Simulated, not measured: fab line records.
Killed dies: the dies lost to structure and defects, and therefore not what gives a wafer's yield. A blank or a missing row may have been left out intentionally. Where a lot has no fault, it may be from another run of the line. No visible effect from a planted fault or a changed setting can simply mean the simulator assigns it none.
A struck lot beside a sound one | flow ritCmos | 14 steps out of a route of 202
Sound: wafers L393.3, L393.4, L393.6. The struck wafers were L407.1, L407.3, L407.4. The cause is given at the end.
Each step with rows lists, per side, the tool, then ch with its chambers, then its first start. Under that, the readings that differ: sound wafers | struck wafers | difference of the means | sigmas: that difference in standard deviations of wafers without a fault.
alike: readings with means less than 2 such deviations apart, plus words and numbers identical on both sides. not compared: withheld readings, readings lacking a value on some wafer, bounds such as >300 that could conceal the same value, and numbers that have no deviation in the record and whose values overlap.
Wherever a step has rows on one side only, a row that says differs or no value, or a row with sigmas, the two part there. Numbers that don't overlap but have no deviation are shown without sigmas and don't part them. A reading missing from all wafers of one side parts the sides only when that side holds two or more wafers.

first, 2 steps without rows for these wafers: RIT_PWELL_HARDBAKE_07 (time 120 s); RIT_PWELL_IMPLANT_08.
RIT_PWELL_STRIP_09: strips in O2, time 180 s.
  sound on plasmaAsher-04 ch 0,1, day 3 20:26; struck on plasmaAsher-02 ch 0,1, day 6 17:14
  alike: drypumpMotorCurrentA
  not compared: rfHoursCounterH
RIT_PWELL_TW_MEAS_10:
  struck on filmMetro-04, day 6 17:25; sound on filmMetro-04, day 3 20:35
  alike: PWELL_TW
then, 1 step without rows for these wafers: RIT_WELLDRIVE_ANNEAL_00 (time 14700 s).
RIT_WELLDRIVE_RS_MEAS_01: uses a four-point probe to measure.
  struck on filmMetro-02, day 6 22:34; sound on filmMetro-04, day 4 01:44
  alike: NWELL_RS
RIT_WELLDRIVE_RS_MEAS_02: uses a four-point probe to measure.
  struck on filmMetro-02, day 6 22:41; sound on filmMetro-04, day 4 01:52
  alike: PWELL_RS
then, 5 steps without rows for these wafers: RIT_NRETRO_HMDS_00 (prime time 60 s); RIT_NRETRO_COAT_01 (resist thk 1300 nm); RIT_NRETRO_SOFTBAKE_02 (time 60 s); RIT_NRETRO_EXPOSE_03 (exposes mask M4, target cd 43900 nm); RIT_NRETRO_PEB_04.
RIT_NRETRO_DEVELOP_05: develop time 68 s.
  sound on lithoTrack-01 ch 0, day 4 02:00; struck on lithoTrack-03, day 6 23:00
  no value came back on the struck wafers for chillPlateTempC (C), developTimeS (s); on the sound wafers chillPlateTempC (C) reads 23.08 23.00 23.05
RIT_NRETRO_OVL_MEAS_06:
  struck on overlay-01, day 6 23:46; sound on overlay-02, day 4 02:51
reading         | sound         | struck | difference                    | sigmas
NRETRO_OVL (nm) | 0.4 -0.2 -0.3 | - - -  | no value on the struck wafers | 

WHERE THEY PART
First at RIT_NRETRO_DEVELOP_05; last, within this record, at RIT_NRETRO_OVL_MEAS_06.

WHY: the cause the simulator had injected
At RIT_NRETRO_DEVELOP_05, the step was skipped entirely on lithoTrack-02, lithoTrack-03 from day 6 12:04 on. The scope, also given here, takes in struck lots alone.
